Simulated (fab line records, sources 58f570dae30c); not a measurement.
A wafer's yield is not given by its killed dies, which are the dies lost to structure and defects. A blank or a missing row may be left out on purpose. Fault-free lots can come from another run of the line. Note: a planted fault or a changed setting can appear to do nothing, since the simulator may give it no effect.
Which of the tools did it? -- flow berkeley_cmos170 -- 72 wafers from 24 lots sampled at 2 of the route's 331 steps

== WHAT THE GAUGES READ, wafer by wafer ==
UCB170_NWELL_OVL_MEAS_12.
lot,measured,on,NWELL_OVL (nm)
L074,day 2 10:32,overlay-01,3 5 3
L075,day 2 13:12,overlay-02,4 1 1
L076,day 2 19:55,overlay-02,4 6 0
L077,day 3 02:56,overlay-02,4 -2 1
L079,day 3 12:10,overlay-01,-9 -10 4
L078,day 3 12:02,overlay-02,-4 -6 2
L080,day 3 20:16,overlay-01,7 8 5
L081,day 4 00:39,overlay-01,-1 -3 -4
L082,day 4 00:56,overlay-01,-15 4 -8
L083,day 4 14:05,overlay-01,0 1 -1
L084,day 4 13:49,overlay-01,3 -2 8
L085,day 4 21:37,overlay-02,6 10 8
L086,day 4 22:02,overlay-02,6 3 -1
L087,day 5 05:01,overlay-01,1 -9 0
L088,day 5 05:06,overlay-02,2 -4 2
L089,day 5 15:25,overlay-02,1 3 2
L090,day 5 21:02,overlay-02,-2 5 1
L091,day 5 21:43,overlay-02,10 3 -1
L092,day 6 07:57,overlay-01,2 2 2
L093,day 6 16:17,overlay-01,-6 -3 0
L094,day 6 15:59,overlay-01,1 -2 2
L095,day 6 22:52,overlay-01,-1 -4 -2
L097,day 7 04:33,overlay-01,8 3 8
L096,day 7 04:34,overlay-02,-4 4 5

== TOOL THAT RAN EACH LOT (tool first, then ch and the chambers of the sampled wafers, then the start) ==
lot,UCB170_ZERO_STRIP_07
L074,"plasma_asher-01 ch 0,1, day 1 17:49"
L075,"plasma_asher-03 ch 0,1, day 2 01:38"
L076,"plasma_asher-03 ch 0,1, day 2 06:22"
L077,"plasma_asher-02 ch 0,1, day 2 13:04"
L079,"plasma_asher-02 ch 0,1, day 2 20:55"
L078,"plasma_asher-02 ch 0,1, day 2 21:11"
L080,"plasma_asher-02 ch 0,1, day 3 04:22"
L081,"plasma_asher-01 ch 1, day 3 10:36"
L082,"plasma_asher-01 ch 0,1, day 3 13:56"
L083,"plasma_asher-02 ch 0,1, day 3 19:12"
L084,"plasma_asher-02 ch 0,1, day 3 23:14"
L085,"plasma_asher-03 ch 0,1, day 4 08:37"
L086,"plasma_asher-01 ch 0,1, day 4 08:49"
L087,"plasma_asher-01 ch 0,1, day 4 15:50"
L088,"plasma_asher-02 ch 0,1, day 4 19:37"
L089,"plasma_asher-02 ch 0, day 5 00:46"
L090,"plasma_asher-01 ch 0,1, day 5 07:56"
L091,"plasma_asher-03 ch 0,1, day 5 08:13"
L092,"plasma_asher-02 ch 0,1, day 5 17:57"
L093,"plasma_asher-01 ch 0,1, day 5 23:24"
L094,"plasma_asher-02 ch 0,1, day 5 23:49"
L095,"plasma_asher-01 ch 0,1, day 6 06:48"
L097,"plasma_asher-03 ch 0,1, day 6 14:20"
L096,"plasma_asher-01 ch 0,1, day 6 14:43"
- UCB170_ZERO_STRIP_07: strips in O2.

== WHAT THE TOOLS THEMSELVES READ (means of the sampled wafers that have a number; where no wafer has one, the mark that the record gives instead) ==
UCB170_ZERO_STRIP_07.
lot,tool,drypump_motor_current_A (A),oes_product_au (a.u.),strip_time_to_endpoint_s (s)
L074,plasma_asher-01,5.9,0.728,21.43
L075,plasma_asher-03,5.4,0.727,21.47
L076,plasma_asher-03,5.8,0.724,21.56
L077,plasma_asher-02,5.2,0.729,21.54
L079,plasma_asher-02,5.2,0.725,21.47
L078,plasma_asher-02,5.6,0.726,21.53
L080,plasma_asher-02,5.1,0.725,21.44
L081,plasma_asher-01,5.9,0.728,21.53
L082,plasma_asher-01,5.9,0.723,21.50
L083,plasma_asher-02,5.5,0.730,21.39
L084,plasma_asher-02,5.2,0.723,21.54
L085,plasma_asher-03,5.4,0.729,21.42
L086,plasma_asher-01,5.9,0.732,21.60
L087,plasma_asher-01,5.9,0.730,21.54
L088,plasma_asher-02,5.6,0.723,21.58
L089,plasma_asher-02,5.9,0.727,21.43
L090,plasma_asher-01,5.9,0.727,21.52
L091,plasma_asher-03,5.8,0.727,21.47
L092,plasma_asher-02,5.5,0.729,21.48
L093,plasma_asher-01,5.9,0.727,21.45
L094,plasma_asher-02,5.6,0.729,21.49
L095,plasma_asher-01,5.9,0.726,21.43
L097,plasma_asher-03,5.8,0.730,21.44
L096,plasma_asher-01,5.9,0.728,21.42

== THE ANSWER, worked out from the rows above alone ==
Rule: what is usual is taken from the lots themselves. Put in order of their means at a reading, lots are off if they are a third of the lots or fewer, leave a main group of 4 or more, and stand apart from it by a gap of 3 or more times the standard deviation of the main group's means; of several such gaps the widest counts. The tables above print the reading to a certain number of digits; a main group whose means all agree to those digits is not used. A lot without any number at a reading at which 4 lots or more have one is off too. The other lots that the step has rows for count as sound. First the gauges in route order, then the tools' own readings, where a lot's mean is used as printed above. The first step at which some lot is off is used, and at that step the reading that is off furthest; a lot without a number counts as furthest.
Nothing can be told from this: no lot is off at any reading shown.

== WHAT THE SIMULATOR PUT IN ==
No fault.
